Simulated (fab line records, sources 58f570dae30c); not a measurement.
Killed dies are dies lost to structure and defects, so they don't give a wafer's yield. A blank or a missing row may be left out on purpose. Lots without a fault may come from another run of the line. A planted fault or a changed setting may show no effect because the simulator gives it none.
Problem report in the 8D (eight disciplines) form, filled by code | flow berkeley_cmos170 | the parts of the form that need people (team, actions taken, sign-off) are left out

1. THE PROBLEM
NWELL_OXIDE_THK at UCB170_NWELL_THK_MEAS_02 reads a mean of 29.1 nm on 6 wafers of 2 lots; wafers without a fault read 26.2 nm with a standard deviation of 0.45. That is +6.3 standard deviations from the usual mean.
First seen on wafer L531.2, day 4 00:47, on film_metro-03. The record holds 36 wafers of 12 lots with a number at this step. Rule for "out", or "out of limits": more than 4 standard deviations from the usual mean. The other wafers with a number count as sound.

2. WHAT IT IS AND WHAT IT IS NOT
question                    | is                     | is not
which readings at this step | NWELL_OXIDE_THK        | -
which lots                  | L531, L536             | L522, L523, L524, L537, L538, L540, L541, L542, L543, L545
which wafers of those lots  | all that have a number | -
read on which gauges        | film_metro-03          | film_metro-02, film_metro-04
when                        | from day 4 00:47       | up to then (9 sound wafers); but 21 sound wafers of L537, L538, L540, L541, L542, L543, L545 came after

3. SUSPECTS, AND WHAT RULES EACH OUT
Counting: a tool at a process step up to the reading stays a suspect if it ran every lot that is out and no sound lot after the first of them.
- the gauge at UCB170_NWELL_THK_MEAS_02: kept. All the wafers that are out were read on film_metro-03, and no step on other tools shows them out.
Left after counting: film_metro-03 at UCB170_NWELL_THK_MEAS_02.

4. THE CAUSE (what the simulator had put in)
Metrology matching offset: film_metro-03, from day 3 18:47 on, at UCB170_NWELL_THK_MEAS_02. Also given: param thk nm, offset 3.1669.
Counting left only this tool.

5. THE CHAIN OF EFFECTS, in route order
Each row: a reading whose mean over the struck wafers that have a number lies more than 3 standard deviations from the usual. Only readings for which the record gives a usual standard deviation are gone through. hours: the time from each lot's start at the first step in this table that gives one to its start at this step, as a median over the lots. sigmas: the change in usual standard deviations.
hours | step                     | reading         | usual   | on struck wafers | change | sigmas
0     | UCB170_NWELL_THK_MEAS_02 | NWELL_OXIDE_THK | 26.2 nm | 29.1             | +2.9   | +6.3

6. WHAT WOULD HAVE CAUGHT IT SOONER
In this record the first reading out of limits at a measuring or inspecting step was taken at day 4 00:47, 6 hours after the fault began at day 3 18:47.
